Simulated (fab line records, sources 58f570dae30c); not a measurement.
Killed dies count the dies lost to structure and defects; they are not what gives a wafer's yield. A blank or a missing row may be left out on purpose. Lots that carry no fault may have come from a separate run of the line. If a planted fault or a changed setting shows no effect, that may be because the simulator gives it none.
Which tool did it?    flow berkeley cmos170    21 wafers sampled from 7 lots at 1 step of a route of 331

== WHAT EACH GAUGE READ, for each wafer ==
UCB170_PVT_TW_MEAS_09.
lot   measured      on             PVT_TW
L218  day 6 08:35   film metro-02  511 514 513
L221  day 6 15:35   film metro-04  497 498 498
L224  day 7 09:16   film metro-02  516 514 516
L230  day 8 02:26   film metro-04  501 501 503
L234  day 9 09:49   film metro-02  507 510 510
L238  day 10 11:45  film metro-01  504 504 502
L237  day 10 12:07  film metro-02  514 513 514

== EACH LOT AND THE TOOL THAT RAN IT (in order: tool; ch and the chambers of the sampled wafers; start) ==
The record holds no process step before these readings.

== THE ANSWER, worked out from the rows above alone ==
Rule: the lots themselves supply what counts as usual. The widest of any qualifying gaps counts: lots, ordered by their means at a reading, are off when they make up no more than a third of the lots, leave a main group of 4 or more, and stand apart from it by 3 or more times the standard deviation of that group's means. A main group is skipped when, at the precision printed for the reading in the tables above, its means are all equal. Also off: a lot with no number at a reading for which 4 or more lots have one. All remaining lots with rows at the step are treated as sound.
No lot is off at any reading shown: from this, nothing can be told.

== WHAT WAS PUT IN BY THE SIMULATOR ==
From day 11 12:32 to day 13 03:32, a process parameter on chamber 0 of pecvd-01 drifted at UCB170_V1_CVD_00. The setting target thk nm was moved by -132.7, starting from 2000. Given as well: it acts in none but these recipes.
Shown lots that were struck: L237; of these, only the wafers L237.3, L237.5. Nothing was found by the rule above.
